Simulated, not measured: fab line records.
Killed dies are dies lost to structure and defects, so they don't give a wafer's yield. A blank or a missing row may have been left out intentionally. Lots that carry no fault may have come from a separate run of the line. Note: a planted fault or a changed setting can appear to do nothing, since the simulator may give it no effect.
fab line records	flow berkeley_cmos170	part 1 of 2: steps 1 to 28 of 37
[record] lots = 5	wafers = 15	last_day = 16
route steps=331 shown PWELL@43 WELLDRIVE@55 ACTIVE@60 PFIELD@79
lots that met no fault: taken from a fault-free run of the same line
start_h: hours from the record's opening day to when the first of the lot's shown wafers began	wait_h: hours since the lot's step before	" the same as in the row above	L1.1+2: several wafers, shown together as one row	- no value, or no start given	* or withheld: withheld	< > ~ a bound
route shown NAME@n: NAME is a module with steps in the file, n the number in the route of the first one	usual: mean and standard deviation over wafers with no fault	same: alike in all rows	chamber/n: place in a boat	sites: each site's reading	_std_site: how widely they spread, as a standard deviation	_edge_site: inner sites' mean taken away from outer sites' mean	radius_mm: how far each site lies from the wafer's centre	mask NAME#n: copy n	behind: the most recent tool/chamber to have shaped the wafer	hold: the reason the lot was held/the length of the hold in hours/how it ended	device: names the non-switching transistor (n, p or np)	end of line: tests run on the same wafers once the route is complete	a step given without rows: its recipe and nothing more	killed: at the first sort, the dies lost to defects and structure; wafer yield is something else	map: shows each die of a wafer: x if killed, . if not, _ if none is there
set.NAME: the setting that was run; set.NAME@STEP: the one run at that earlier step	model.NAME: the simulator's own value behind a step, which no gauge read
a table for each step, a row for each wafer; lots at some steps of the route
services: when a tool's chamber went out of use (start_h, in hours from the record's first day, below 0 if earlier), for how many hours, and the reason
[[steps]]
[step UCB170_PWELL_SOFTBAKE_09]
[recipe] resist = KrF	temp_c = 130	time_s = 60
[usual] resist_line_temp_C = 22.95/0.093
lot.wafer	tool	chamber	start_h	wait_h	resist_line_temp_C
L078.1	litho_track-02	0	80.31	0.1	22.83
L078.4	"	0	"	"	22.78
L078.5	"	0	"	"	22.96
L090.1	litho_track-04	0	138.48	0.1	22.89
L090.3	"	0	"	"	23.09
L090.6	"	0	"	"	22.91
L091.2	litho_track-03	0	152.48	0.1	23.01
L091.4	"	0	"	"	22.99
L091.6	"	0	"	"	22.95
L093.3	litho_track-04	0	153.05	0.1	23.03
L093.4	"	0	"	"	22.87
L093.5	"	0	"	"	23.16
L092.3	litho_track-02	0	153.17	0.1	23.02
L092.4	"	0	"	"	22.89
L092.6	"	0	"	"	23.00
[step UCB170_PWELL_EXPOSE_10]
[recipe] mask_id = PWELL	target_cd_nm = 3000	na = 0.5	sigma_outer = 0.6	source_shape = conventional	dose_mj = 19
lot.wafer	tool	chamber	start_h	wait_h	mask
L078.1+4+5	krf_scanner-02	0	80.70	0.4	PWELL#0
L090.1+3+6	krf_scanner-02	0	138.75	0.2	PWELL#0
L091.2+4+6	krf_scanner-02	0	152.63	0.1	PWELL#0
L093.3+4+5	krf_scanner-02	0	153.19	0.1	PWELL#0
L092.3+4+6	krf_scanner-02	0	153.31	0.1	PWELL#0
[step UCB170_PWELL_PEB_11]
[recipe] peb_temp_c = 130.4	peb_time_s = withheld	resist = KrF
[usual] resist_line_temp_C = 22.99/0.11
lot.wafer	tool	chamber	start_h	wait_h	resist_line_temp_C
L078.1	litho_track-02	0	81.18	0.5	22.87
L078.4	"	0	"	"	22.95
L078.5	"	0	"	"	22.72
L090.1	litho_track-03	0	138.87	0.1	22.99
L090.3	"	0	"	"	23.01
L090.6	"	0	"	"	22.95
L091.2	litho_track-02	0	153.29	0.6	23.03
L091.4	"	0	"	"	22.97
L091.6	"	0	"	"	22.98
L093.3	litho_track-03	0	154.01	0.8	22.93
L093.4	"	0	"	"	23.01
L093.5	"	0	"	"	23.10
L092.3	litho_track-03	0	154.28	1.0	22.80
L092.4	"	0	"	"	23.10
L092.6	"	0	"	"	23.04
[step UCB170_PWELL_DEVELOP_12]
[recipe] developer = TMAH	develop_time_s = 45	resist = KrF	dev_temp_c = 21
[usual] resist_line_temp_C = 23.01/0.12
lot.wafer	tool	chamber	start_h	wait_h	resist_line_temp_C
L078.1	litho_track-02	0	-	-	22.81
L078.4	"	0	"	"	22.88
L078.5	"	0	"	"	22.78
L090.1	litho_track-03	0	-	-	23.04
L090.3	"	0	"	"	23.03
L090.6	"	0	"	"	23.15
L091.2	litho_track-02	0	-	-	23.20
L091.4	"	0	"	"	23.22
L091.6	"	0	"	"	22.94
L093.3	litho_track-03	0	-	-	22.89
L093.4	"	0	"	"	22.95
L093.5	"	0	"	"	23.09
L092.3	litho_track-03	0	-	-	23.15
L092.4	"	0	"	"	23.08
L092.6	"	0	"	"	23.10
[step UCB170_PWELL_OVL_MEAS_13]
[usual] PWELL_OVL = 0/6.2
lot.wafer	tool	chamber	start_h	wait_h	PWELL_OVL[nm]
L078.1	overlay-01	-	81.46	-	-10
L078.4	"	-	"	"	-13
L078.5	"	-	"	"	-8
L090.1	overlay-01	-	139.14	-	4
L090.3	"	-	"	"	-5
L090.6	"	-	"	"	0
L091.2	overlay-02	-	153.55	-	1
L091.4	"	-	"	"	8
L091.6	"	-	"	"	5
L093.3	overlay-02	-	154.24	-	-3
L093.4	"	-	"	"	2
L093.5	"	-	"	"	0
L092.3	overlay-02	-	154.52	-	-7
L092.4	"	-	"	"	-8
L092.6	"	-	"	"	-3
[step UCB170_PWELL_ETCH_14]
[recipe] chemistry = CH3F/Ar/O2	target = Si3N4	stop_on = SiO2	CH3F_flow_sccm = 20	Ar_flow_sccm = 50	O2_flow_sccm = 7	pressure_mtorr = 50	rf_w = 450	target_depth_a = 2420	over_etch_frac = 0.1	time_s = 151
[usual] CH3F_flow_sccm = 20.00/0.06	O2_flow_sccm = 6.999/0.022	drypump_motor_current_A = 5.8/0.43	mfc_ar_sccm = 50.01/0.16	oes_product_au = 0.945/0.014	throttle_valve_pct = 8.03/0.11
lot.wafer	tool	chamber	start_h	wait_h	CH3F_flow_sccm	O2_flow_sccm	drypump_motor_current_A	mfc_ar_sccm	oes_product_au	rf_hours_counter_h	throttle_valve_pct
L078.1	rie_diel-03	2	81.49	0.0	20.00	7.010	5.6	50.04	0.920	76	8.07
L078.4	"	1	"	"	19.96	6.994	5.7	49.83	0.950	127	8.15
L078.5	"	3	"	"	20.05	6.987	5.3	50.14	0.947	-	8.13
L090.1	rie_diel-03	3	139.18	0.0	20.06	6.958	5.3	49.93	0.924	43	8.14
L090.3	"	1	"	"	19.93	6.969	5.7	49.83	0.924	129	8.14
L090.6	"	1	"	"	19.90	6.987	5.7	49.86	0.935	-	8.13
L091.2	rie_diel-01	3	153.58	0.0	20.02	7.016	5.7	49.77	0.959	15	8.03
L091.4	"	3	"	"	20.00	7.013	5.8	50.06	0.960	-	8.04
L091.6	"	3	"	"	20.02	7.006	5.8	50.03	0.950	-	8.04
L093.3	rie_diel-04	2	154.27	0.0	19.95	6.970	5.9	49.66	0.940	107	8.13
L093.4	"	0	"	"	19.97	7.001	6.7	50.13	0.936	3	8.11
L093.5	"	1	"	"	19.85	7.011	5.2	50.09	0.940	-	8.05
L092.3	rie_diel-04	0	154.54	0.0	20.09	6.992	6.7	50.15	0.931	3	8.10
L092.4	"	1	"	"	20.02	7.017	5.2	50.24	0.925	53	8.04
L092.6	"	0	"	"	20.13	6.983	6.7	50.33	0.925	-	8.09
[step UCB170_PWELL_IMPLANT_15]
[recipe] species = B	dose_cm2 = 5e+12	energy_kev = 60	tilt_deg = 7
lot.wafer	tool	chamber	start_h	wait_h
L078.1+4+5	implanter-03	0	81.59	0.1
L090.1+3+6	implanter-04	0	139.28	0.1
L091.2+4+6	implanter-03	0	153.75	0.1
L093.3+4+5	implanter-03	0	154.42	0.1
L092.3+4+6	implanter-01	0	154.69	0.1
[step UCB170_PWELL_STRIP_16]
[recipe] chemistry = O2	power_w = 400	pressure_mtorr = 3500	platen_temp_c = withheld	o2_flow_sccm = 400	overash_fraction = 0.5
[usual] drypump_motor_current_A = 5.8/0.5	o2_flow_sccm = 400.4/2	oes_product_au = 0.721/0.0049	strip_time_to_endpoint_s = 18.08/0.062
lot.wafer	tool	chamber	start_h	wait_h	drypump_motor_current_A	o2_flow_sccm	oes_product_au	rf_hours_counter_h	strip_time_to_endpoint_s
L078.1	plasma_asher-03	1	81.74	0.1	5.5	401.5	0.719	29	17.88
L078.4	"	1	"	"	5.5	418.5	0.723	-	17.96
L078.5	"	0	"	"	5.7	399.5	0.728	-	18.02
L090.1	plasma_asher-01	1	139.43	0.1	6.1	399.4	0.713	2	18.14
L090.3	"	1	"	"	6.1	399.7	0.716	-	18.10
L090.6	"	0	"	"	6.5	399.9	0.712	-	18.05
L091.2	plasma_asher-02	0	153.88	0.1	6.2	400.2	0.722	45	18.16
L091.4	"	0	"	"	6.3	399.6	0.725	-	18.07
L091.6	"	0	"	"	6.2	399.7	0.718	-	18.11
L093.3	plasma_asher-03	1	154.55	0.1	5.5	400.9	0.718	-	18.05
L093.4	"	0	"	"	5.7	401.4	0.721	-	18.13
L093.5	"	0	"	"	5.7	401.6	0.722	-	18.03
L092.3	plasma_asher-02	1	154.83	0.1	5.1	400.2	0.721	-	18.10
L092.4	"	0	"	"	6.3	397.8	0.720	-	18.05
L092.6	"	0	"	"	6.3	399.9	0.727	-	18.16
[step UCB170_PWELL_TW_MEAS_17]
[usual] PWELL_TW = 378.3/2.9
lot.wafer	tool	chamber	start_h	wait_h	PWELL_TW
L078.1	film_metro-04	-	81.84	0.1	380.3
L078.4	"	-	"	"	378.0
L078.5	"	-	"	"	381.0
L090.1	film_metro-01	-	139.53	0.1	375.2
L090.3	"	-	"	"	378.1
L090.6	"	-	"	"	375.8
L091.2	film_metro-01	-	153.99	0.1	376.0
L091.4	"	-	"	"	377.5
L091.6	"	-	"	"	377.4
L093.3	film_metro-03	-	154.64	0.1	378.2
L093.4	"	-	"	"	379.3
L093.5	"	-	"	"	379.0
L092.3	film_metro-03	-	154.91	0.1	377.6
L092.4	"	-	"	"	377.2
L092.6	"	-	"	"	379.4
[step UCB170_PWELL_CLEAN_18]
[recipe] chemistry = SPM	temp_c = 120	time_s = 600
lot.wafer	tool	chamber	start_h	wait_h
L078.1+4+5	wet_bench-01	3	82.03	0.2
L090.1+3+6	wet_bench-03	0	139.59	0.1
L091.2+4+6	wet_bench-01	1	154.04	0.0
L093.3+4+5	wet_bench-01	0	154.68	0.0
L092.3+4+6	wet_bench-03	1	155.36	0.4
[step UCB170_PWELL_WET_ETCH_19]
[recipe] chemistry = H3PO4	target = Si3N4	temp_c = 160	time_s = 14400
lot.wafer	tool	chamber	start_h	wait_h
L078.1+4+5	wet_bench-01	2	82.21	0.0
L090.1+3+6	wet_bench-03	2	139.76	0.0
L091.2+4+6	wet_bench-04	2	154.21	0.0
L093.3+4+5	wet_bench-01	2	154.90	0.0
L092.3+4+6	wet_bench-03	2	155.67	0.1
[step UCB170_PWELL_WET_ETCH_20]
[recipe] chemistry = BOE	dilution = 5:1	target = SiO2	temp_c = 25	time_s = 22
lot.wafer	tool	chamber	start_h	wait_h
L078.1+4+5	wet_bench-04	0	86.26	0.0
L090.1+3+6	wet_bench-04	0	143.77	0.0
L091.2+4+6	wet_bench-04	2	159.01	0.8
L093.3+4+5	wet_bench-04	0	159.01	0.1
L092.3+4+6	wet_bench-04	3	160.04	0.0
[step UCB170_WELLDRIVE_CLEAN_00]
[recipe] chemistry = SPM	temp_c = 120	time_s = 600
lot.wafer	tool	chamber	start_h	wait_h
L078.1+4+5	wet_bench-04	2	86.28	0.0
L090.1+3+6	wet_bench-03	2	143.79	0.0
L091.2+4+6	wet_bench-01	0	159.15	0.1
L093.3+4+5	wet_bench-01	3	159.15	0.1
L092.3+4+6	wet_bench-03	3	160.06	0.0
[step UCB170_WELLDRIVE_OXIDATION_01]
[recipe] temp_c = 1100	ambient = O2	target_thk_a = 1990	ox_time_s = 9000
[usual] ox_temp_c = 1100.2/0.54	tube_center_temp_C_max = 1102.8/0.43
lot.wafer	tool	chamber	start_h	wait_h	ox_temp_c	tube_center_temp_C_max
L078.1	furnace-01	0	90.96	4.5	1100.6	1102.3
L078.4	"	0	"	"	1100.5	1102.5
L078.5	"	0	"	"	1099.7	1102.7
L090.1	furnace-02	0	145.45	1.5	1100.2	1103.0
L090.3	"	0	"	"	1100.2	1102.9
L090.6	"	0	"	"	1099.5	1102.3
L091.2	furnace-04	0	163.42	4.1	1099.8	1102.6
L091.4	"	0	"	"	1100.2	1103.8
L091.6	"	0	"	"	1100.5	1102.7
L092.3	furnace-04	0	163.42	3.2	1100.3	1103.1
L092.4	"	0	"	"	1100.6	1103.5
L092.6	"	0	"	"	1100.3	1103.4
L093.3	furnace-04	0	163.42	4.1	1100.6	1103.2
L093.4	"	0	"	"	1100.2	1102.9
L093.5	"	0	"	"	1100.3	1102.7
[step UCB170_WELLDRIVE_THK_MEAS_02]
[recipe] reads = SiO2_of_WELLDRIVE_OXIDATION_01
[usual] WELLDRIVE_OXIDE_THK = 197/3.7
lot.wafer	tool	chamber	start_h	wait_h	WELLDRIVE_OXIDE_THK[nm]
L078.1	film_metro-04	-	94.46	0.0	197
L078.4	"	-	"	"	198
L078.5	"	-	"	"	193
L090.1	film_metro-02	-	148.95	0.0	193
L090.3	"	-	"	"	195
L090.6	"	-	"	"	194
L093.3	film_metro-02	-	166.94	0.0	197
L093.4	"	-	"	"	196
L093.5	"	-	"	"	200
L091.2	film_metro-02	-	166.99	0.1	199
L091.4	"	-	"	"	198
L091.6	"	-	"	"	198
L092.3	film_metro-02	-	167.06	0.1	198
L092.4	"	-	"	"	197
L092.6	"	-	"	"	197
[step UCB170_WELLDRIVE_ANNEAL_03]
[recipe] temp_c = 1100	time_s = 900	ambient = N2
[usual] tube_center_temp_C_max = 1102.8/0.44
lot.wafer	tool	chamber	start_h	wait_h	tube_center_temp_C_max
L078.1	furnace-02	0	98.47	4.0	1102.6
L078.4	"	0	"	"	1103.3
L078.5	"	0	"	"	1102.5
L090.1	furnace-04	0	153.49	4.5	1102.4
L090.3	"	0	"	"	1102.5
L090.6	"	0	"	"	1103.1
L091.2	furnace-01	0	171.64	4.6	1102.6
L091.4	"	0	"	"	1102.0
L091.6	"	0	"	"	1102.5
L092.3	furnace-01	0	171.64	4.6	1102.8
L092.4	"	0	"	"	1103.1
L092.6	"	0	"	"	1103.4
L093.3	furnace-01	0	171.64	4.7	1102.8
L093.4	"	0	"	"	1103.0
L093.5	"	0	"	"	1102.7
[step UCB170_WELLDRIVE_WET_ETCH_04]
[recipe] chemistry = BOE	dilution = 5:1	target = SiO2	temp_c = 25	time_s = 120
lot.wafer	tool	chamber	start_h	wait_h
L078.1+4+5	wet_bench-04	0	99.72	0.0
L090.1+3+6	wet_bench-01	1	154.85	0.1
L091.2+4+6	wet_bench-04	3	172.99	0.1
L092.3+4+6	wet_bench-04	1	172.99	0.1
L093.3+4+5	wet_bench-04	0	172.99	0.1
[step UCB170_ACTIVE_CLEAN_00]
[recipe] chemistry = SPM	temp_c = 120	time_s = 600
lot.wafer	tool	chamber	start_h	wait_h
L078.1+4+5	wet_bench-03	2	99.76	0.0
L090.1+3+6	wet_bench-03	0	155.17	0.3
L091.2+4+6	wet_bench-04	0	173.23	0.2
L092.3+4+6	wet_bench-04	1	173.23	0.2
L093.3+4+5	wet_bench-04	3	173.23	0.2
[step UCB170_ACTIVE_CLEAN_01]
[recipe] chemistry = dHF	dilution = 25:1	time_s = 60
lot.wafer	tool	chamber	start_h	wait_h
L078.1+4+5	wet_bench-03	0	99.93	0.0
L090.1+3+6	wet_bench-03	0	155.63	0.3
L091.2+4+6	wet_bench-04	2	173.42	0.0
L092.3+4+6	wet_bench-04	2	173.42	0.0
L093.3+4+5	wet_bench-04	3	173.42	0.0
[step UCB170_ACTIVE_OXIDATION_02]
[recipe] temp_c = 1000	ambient = O2	target_thk_a = 264	ox_time_s = 1260
[usual] ox_temp_c = 999.9/0.48	tube_center_temp_C_max = 1002.6/0.41
lot.wafer	tool	chamber	start_h	wait_h	ox_temp_c	tube_center_temp_C_max
L078.1	furnace-01	0	104.87	4.9	999.9	1002.6
L078.4	"	0	"	"	999.8	1002.7
L078.5	"	0	"	"	999.4	1002.4
L090.1	furnace-02	0	158.32	2.7	1000.4	1002.1
L090.3	"	0	"	"	1000.1	1003.3
L090.6	"	0	"	"	1000.2	1002.9
L091.2	furnace-01	0	177.74	4.3	999.2	1002.9
L091.4	"	0	"	"	1000.3	1003.3
L091.6	"	0	"	"	1000.1	1002.8
L092.3	furnace-01	0	177.74	4.3	999.4	1002.6
L092.4	"	0	"	"	1000.1	1002.6
L092.6	"	0	"	"	999.3	1002.4
L093.3	furnace-01	0	177.74	4.3	998.9	1002.2
L093.4	"	0	"	"	999.9	1002.0
L093.5	"	0	"	"	1000.3	1002.7
[step UCB170_ACTIVE_THK_MEAS_03]
[recipe] reads = SiO2_of_ACTIVE_OXIDATION_02
[usual] ACTIVE_OXIDE_THK = 26.2/0.49
lot.wafer	tool	chamber	start_h	wait_h	ACTIVE_OXIDE_THK[nm]
L078.1	film_metro-04	-	106.22	0.0	27.1
L078.4	"	-	"	"	27.5
L078.5	"	-	"	"	27.3
L090.1	film_metro-01	-	159.67	0.0	26.8
L090.3	"	-	"	"	26.8
L090.6	"	-	"	"	26.5
L091.2	film_metro-01	-	179.10	0.0	25.0
L091.4	"	-	"	"	25.0
L091.6	"	-	"	"	25.1
L093.3	film_metro-02	-	179.11	0.0	26.7
L093.4	"	-	"	"	26.2
L093.5	"	-	"	"	26.6
L092.3	film_metro-04	-	179.12	0.0	25.5
L092.4	"	-	"	"	25.9
L092.6	"	-	"	"	25.7
[step UCB170_ACTIVE_ANNEAL_04]
[recipe] temp_c = 1000	time_s = 900	ambient = N2
[usual] tube_center_temp_C_max = 1002.6/0.4
lot.wafer	tool	chamber	start_h	wait_h	tube_center_temp_C_max
L078.1	furnace-02	0	110.75	4.5	1003.8
L078.4	"	0	"	"	1002.8
L078.5	"	0	"	"	1003.2
L090.1	furnace-02	0	165.42	5.7	1001.9
L090.3	"	0	"	"	1002.4
L090.6	"	0	"	"	1003.0
L091.2	furnace-02	0	182.52	3.4	1002.7
L091.4	"	0	"	"	1002.5
L091.6	"	0	"	"	1003.1
L092.3	furnace-02	0	182.52	3.4	1002.7
L092.4	"	0	"	"	1002.1
L092.6	"	0	"	"	1003.3
L093.3	furnace-02	0	182.52	3.4	1002.7
L093.4	"	0	"	"	1002.6
L093.5	"	0	"	"	1002.9
[step UCB170_ACTIVE_CVD_05]
[recipe] material = Si3N4	target_thk_nm = 220	temp_c = 800	precursor = SiH2Cl2/NH3	time_s = 3300	pressure_mtorr = 200	sih2cl2_flow_sccm = 25	nh3_flow_sccm = 75
lot.wafer	tool	chamber	start_h	wait_h
L078.1+4+5	lpcvd-01	1	113.64	1.6
L090.1+3+6	lpcvd-01	1	166.67	0.0
L091.2+4+6	lpcvd-02	0	183.77	0.0
L092.3+4+6	lpcvd-02	1	183.77	0.0
L093.3+4+5	lpcvd-02	1	183.77	0.0
[step UCB170_ACTIVE_THK_MEAS_06]
[recipe] reads = Si3N4_of_ACTIVE_CVD_05
[usual] ACTIVE_NITRIDE_THK = 221.0/2.1
lot.wafer	tool	chamber	start_h	wait_h	ACTIVE_NITRIDE_THK[nm]
L078.1	film_metro-04	-	115.56	0.0	218.9
L078.4	"	-	"	"	219.8
L078.5	"	-	"	"	220.0
L090.1	film_metro-02	-	169.54	0.0	222.3
L090.3	"	-	"	"	221.6
L090.6	"	-	"	"	219.0
L091.2	film_metro-01	-	185.70	0.0	218.0
L091.4	"	-	"	"	220.7
L091.6	"	-	"	"	219.1
L093.3	film_metro-02	-	185.71	0.0	220.4
L093.4	"	-	"	"	222.2
L093.5	"	-	"	"	220.0
L092.3	film_metro-04	-	185.72	0.0	220.3
L092.4	"	-	"	"	219.2
L092.6	"	-	"	"	219.8
[step UCB170_ACTIVE_HMDS_07]
[recipe] prime_time_s = 60	prime_temp_c = 100
[usual] prime_temp_c = 100.00/0.13	resist_line_temp_C = 22.99/0.1
lot.wafer	tool	chamber	start_h	wait_h	prime_temp_c	resist_line_temp_C
L078.1	litho_track-03	0	115.62	0.1	100.14	22.97
L078.4	"	0	"	"	99.97	22.98
L078.5	"	0	"	"	100.10	22.94
L090.1	litho_track-04	0	169.60	0.1	100.20	23.07
L090.3	"	0	"	"	100.17	23.26
L090.6	"	0	"	"	100.10	23.12
L091.2	litho_track-04	0	185.77	0.1	100.05	22.86
L091.4	"	0	"	"	99.99	22.90
L091.6	"	0	"	"	100.03	23.08
L093.3	litho_track-01	0	185.80	0.1	100.06	22.95
L093.4	"	0	"	"	99.92	22.87
L093.5	"	0	"	"	100.05	22.90
L092.3	litho_track-03	0	185.96	0.2	100.05	22.85
L092.4	"	0	"	"	100.17	23.05
L092.6	"	0	"	"	100.14	22.75
[step UCB170_ACTIVE_COAT_08]
[recipe] resist = KrF	spin_rpm = 1471	resist_thk_nm = 900
[usual] resist_line_temp_C = 22.98/0.093
lot.wafer	tool	chamber	start_h	wait_h	resist_line_temp_C
L078.1	litho_track-03	0	115.77	0.1	22.88
L078.4	"	0	"	"	22.98
L078.5	"	0	"	"	22.91
L090.1	litho_track-04	0	169.75	0.1	22.95
L090.3	"	0	"	"	22.95
L090.6	"	0	"	"	22.87
L091.2	litho_track-04	0	185.92	0.1	23.04
L091.4	"	0	"	"	22.97
L091.6	"	0	"	"	23.11
L093.3	litho_track-01	0	185.95	0.1	23.05
L093.4	"	0	"	"	22.85
L093.5	"	0	"	"	23.06
L092.3	litho_track-03	0	186.11	0.1	23.08
L092.4	"	0	"	"	23.03
L092.6	"	0	"	"	23.17
[step UCB170_ACTIVE_SOFTBAKE_09]
[recipe] resist = KrF	temp_c = 130	time_s = 60
[usual] resist_line_temp_C = 23.02/0.1
lot.wafer	tool	chamber	start_h	wait_h	resist_line_temp_C
L078.1	litho_track-03	0	115.92	0.1	22.95
L078.4	"	0	"	"	22.98
L078.5	"	0	"	"	23.05
L090.1	litho_track-04	0	169.90	0.1	23.07
L090.3	"	0	"	"	22.89
L090.6	"	0	"	"	22.93
L091.2	litho_track-04	0	186.07	0.1	23.22
L091.4	"	0	"	"	22.97
L091.6	"	0	"	"	23.08
L093.3	litho_track-01	0	186.10	0.1	22.94
L093.4	"	0	"	"	23.02
L093.5	"	0	"	"	22.82
L092.3	litho_track-03	0	186.26	0.1	23.11
L092.4	"	0	"	"	23.10
L092.6	"	0	"	"	23.10
[step UCB170_ACTIVE_EXPOSE_10]
[recipe] mask_id = ACTIVE	target_cd_nm = 1200	na = 0.5	sigma_outer = 0.6	source_shape = conventional	dose_mj = 20
lot.wafer	tool	chamber	start_h	wait_h	mask
L078.1+4+5	krf_scanner-02	0	116.18	0.2	ACTIVE#0
L090.1+3+6	krf_scanner-02	0	170.17	0.2	ACTIVE#0
L091.2+4+6	krf_scanner-01	0	186.34	0.2	ACTIVE#0
L093.3+4+5	krf_scanner-01	0	186.48	0.4	ACTIVE#0
L092.3+4+6	krf_scanner-01	0	186.60	0.3	ACTIVE#0
